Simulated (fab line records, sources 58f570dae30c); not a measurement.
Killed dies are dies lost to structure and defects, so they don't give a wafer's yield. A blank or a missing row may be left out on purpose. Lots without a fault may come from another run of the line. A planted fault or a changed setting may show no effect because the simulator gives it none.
Chamber matching | flow berkeley_cmos170 | UCB170_WELLDRIVE_CLEAN_00 on wet_bench-01: 3 sister chambers
The step cleans in SPM, time 600 s. 6 wafers are shown with their chamber, then 8 later ones without.

WAFERS WITH THEIR CHAMBER
wafer  | chamber | bath_guard_temp_C (C) | bath_heat_duty_pct (%)
L666.6 | 0       | 119.8                 | 11.2
L669.4 | 3       | 118.8                 | 12.2
L669.6 | 3       | 118.7                 | 12.0
L671.3 | 1       | 119.2                 | 14.0
L671.4 | 1       | 119.1                 | 13.1
L673.3 | 0       | 119.6                 | 13.3

WAFERS WITHOUT THEIR CHAMBER
wafer  | bath_guard_temp_C (C) | bath_heat_duty_pct (%)
L673.4 | 119.5                 | 13.5
L673.6 | 120.0                 | 12.8
L674.2 | 119.8                 | 13.2
L674.3 | 119.9                 | 12.5
L674.4 | 119.7                 | 12.9
L675.1 | 118.7                 | 12.0
L675.4 | 118.8                 | 13.2
L675.5 | 118.5                 | 13.2

WHICH CHAMBER EACH WENT THROUGH
wafer  | from the rows above     | in truth
L673.4 | can't be placed: 0 or 1 | 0
L673.6 | 0                       | 0
L674.2 | 0                       | 0
L674.3 | 0                       | 0
L674.4 | 0                       | 0
L675.1 | 3                       | 3
L675.4 | 3                       | 3
L675.5 | 3                       | 3
Placed correctly: 7 of 8. Can't be placed from these rows: 1 (the true chamber is among the candidates in 1). Placed wrongly: 0.
How it was worked out, from the rows above alone: a wafer's distance from a chamber is the root of the sum, over the readings, of the square of ((its reading less the chamber's mean) divided by the reading's scatter). The wafer belongs to the nearest chamber; if the next one is less than 2 further off, it can't be placed. A chamber's mean is the mean of its shown wafers. The scatter: the root of (the sum of the squares of (reading less its chamber's mean) over the shown wafers, divided by (wafers less chambers)).
